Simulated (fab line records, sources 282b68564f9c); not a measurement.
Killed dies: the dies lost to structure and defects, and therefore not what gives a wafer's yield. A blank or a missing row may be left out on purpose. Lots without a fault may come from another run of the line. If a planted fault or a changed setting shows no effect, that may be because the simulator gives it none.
Matching of chambers || flow rit cmos || rie si-01 running RIT_GATE_ETCH_19: 4 sister chambers
The step etches poly-Si in SF6/CHF3/O2, stops on SiO2, time 165 s, target depth 312.5 nm. 4 wafers are shown with their chamber, then 6 later ones without.

WAFERS, EACH WITH ITS CHAMBER
{"wafer": "L598.1", "chamber": 3, "throttle valve pct (%)": 10.51}
{"wafer": "L600.5", "chamber": 0, "throttle valve pct (%)": 10.23}
{"wafer": "L604.3", "chamber": 1, "throttle valve pct (%)": 10.09}
{"wafer": "L604.4", "chamber": 2, "throttle valve pct (%)": 9.98}

WAFERS WITH NO CHAMBER GIVEN
{"wafer": "L604.5", "throttle valve pct (%)": 9.99}
{"wafer": "L608.1", "throttle valve pct (%)": 10.10}
{"wafer": "L608.6", "throttle valve pct (%)": 10.10}
{"wafer": "L610.1", "throttle valve pct (%)": 10.23}
{"wafer": "L610.3", "throttle valve pct (%)": 9.98}
{"wafer": "L610.5", "throttle valve pct (%)": 10.23}

WHICH CHAMBER EACH WENT THROUGH
{"wafer": "L604.5", "from the rows above": 2, "in truth": 2}
{"wafer": "L608.1", "from the rows above": 1, "in truth": 1}
{"wafer": "L608.6", "from the rows above": 1, "in truth": 1}
{"wafer": "L610.1", "from the rows above": 0, "in truth": 0}
{"wafer": "L610.3", "from the rows above": 2, "in truth": 2}
{"wafer": "L610.5", "from the rows above": 0, "in truth": 0}
Placed correctly: 6 of 6. From these rows, 0 cannot be placed. 0 placed wrongly.
How it was worked out, from the rows above alone: a wafer's distance from a chamber is the root of the sum, over the readings, of the square of ((its reading less the chamber's mean) divided by the reading's scatter). If the next closest chamber is less than 2 further off than the closest, the wafer can't be placed; otherwise it belongs to the closest. The mean given for a chamber averages the wafers shown for that chamber. The scatter: root of mean squared gap, hidden wafer to nearest shown wafer, with one shown wafer a chamber.
